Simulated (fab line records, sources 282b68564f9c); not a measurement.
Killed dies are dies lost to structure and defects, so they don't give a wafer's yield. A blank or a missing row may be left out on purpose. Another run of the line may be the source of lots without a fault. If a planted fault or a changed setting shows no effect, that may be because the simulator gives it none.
A struck lot beside a sound one | flow rit-cmos | 18 steps out of a route of 202
Sound: these wafers, L974.2, L974.3, L974.5. The struck wafers were L976.1, L976.5, L976.6. The cause comes at the end.
Each step with rows lists, per side, the tool, then ch with its chambers, then its first start. Under that, the readings that differ: sound wafers | struck wafers | difference of the means | sigmas: that difference in standard deviations of wafers without a fault.
alike: readings with means less than 2 such deviations apart, plus words and numbers identical on both sides. not compared: withheld readings, readings lacking a value on some wafer, bounds such as >300 that could conceal the same value, and numbers that have no deviation in the record and whose values overlap.
A row with sigmas, a row that says differs or no value, or rows on one side alone: a step with any of these is where the two part. Numbers that have no deviation but don't overlap get no sigmas and don't part them. A reading that every wafer of one side lacks parts them only if that side has two wafers or more.

RIT_GATE_OVL_MEAS_17:
  sound on overlay-01 at day 4 09:52; struck on overlay-02 at day 4 17:08
  alike: GATE_OVL
then, 1 step without rows for these wafers: RIT_GATE_HARDBAKE_18 (time 60 s).
RIT_GATE_ETCH_19: etches poly-Si in SF6/CHF3/O2, stops on SiO2, time 165 s, target depth 312.5 nm.
  sound on rie-si-02 ch 1,2,3, day 4 10:02; struck on rie-si-02 ch 0,1,2, day 4 17:19
  alike: SF6_flow_sccm, chamber-pressure-mTorr, drypump-motor-current-A, oes-product-au, throttle-valve-pct
  not compared: rf-hours-counter-h
RIT_GATE_STRIP_20: strips in O2, time 180 s.
  sound on plasma-asher-02 ch 0,1, day 4 10:09; struck on plasma-asher-01 ch 0,1, day 4 17:26
  alike: chamber-pressure-mTorr, drypump-motor-current-A
  not compared: rf-hours-counter-h
RIT_GATE_CD_MEAS_90: the cd target is 150 nm.
  sound on cd-sem-02 at day 4 10:21; struck on cd-sem-02 at day 4 17:37
  alike: cd-nm
then, 4 steps without rows for these wafers: RIT_REOX_CLEAN_00 (cleans in SC1, time 600 s); RIT_REOX_CLEAN_01 (cleans in dHF, time 30 s); RIT_REOX_CLEAN_02 (cleans in SC2, time 600 s); RIT_REOX_OXIDATION_03 (target thk 25.2 nm, ox time 5580 s).
RIT_REOX_THK_MEAS_04:
  sound on film-metro-01 at day 4 13:32; struck on film-metro-01 at day 4 21:13
  alike: REOX_OXIDE_THK
then, 2 steps without rows for these wafers: RIT_NLDD_HMDS_00 (prime time 60 s); RIT_NLDD_COAT_01 (resist thk 1000 nm).
RIT_NLDD_SOFTBAKE_02: time 60 s.
  sound on litho-track-04 ch 0, day 4 14:00; struck on litho-track-03 ch 0, day 4 21:35
  reading                  | sound             | struck            | difference | sigmas
  heater-power-total-W (W) | 34.66 34.46 34.53 | 32.50 32.43 32.52 | -2.07      | -40
  plate-temp-C (C)         | 89.93 89.95 89.94 | 86.15 86.16 86.04 | -3.82      | -29
  alike: chill-plate-temp-C
then, 2 steps without rows for these wafers: RIT_NLDD_EXPOSE_03 (exposes mask M7, target cd 40700 nm); RIT_NLDD_PEB_04.
RIT_NLDD_DEVELOP_05: develop time 50 s.
  sound on litho-track-03 ch 0; struck on litho-track-01 ch 0
  reading                                   | sound             | struck         | difference | sigmas
  model.NOVOLAK_of_NLDD_COAT_01.thk-nm (nm) | 999.8 998.9 999.6 | 1010 1011 1011 | +11        |
  alike: chill-plate-temp-C
RIT_NLDD_OVL_MEAS_06:
  sound on overlay-02 at day 4 14:32; struck on overlay-02 at day 4 22:16
  alike: NLDD_OVL
RIT_M1_PROBE_99:
  sound on prober-01 at day 5 06:07; struck on prober-01 at day 5 13:48
  alike: killed-at-contacts, killed-at-front-end, killed-dies, killed-open, killed-short

WHERE THEY PART
Only at RIT_NLDD_SOFTBAKE_02, as far as this record shows. Later steps at which nothing parts them and some readings are alike: RIT_NLDD_DEVELOP_05, RIT_NLDD_OVL_MEAS_06, RIT_M1_PROBE_99.

WHY: whatever the simulator had introduced
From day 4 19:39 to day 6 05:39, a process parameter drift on litho-track-03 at RIT_NLDD_SOFTBAKE_02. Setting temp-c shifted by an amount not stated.
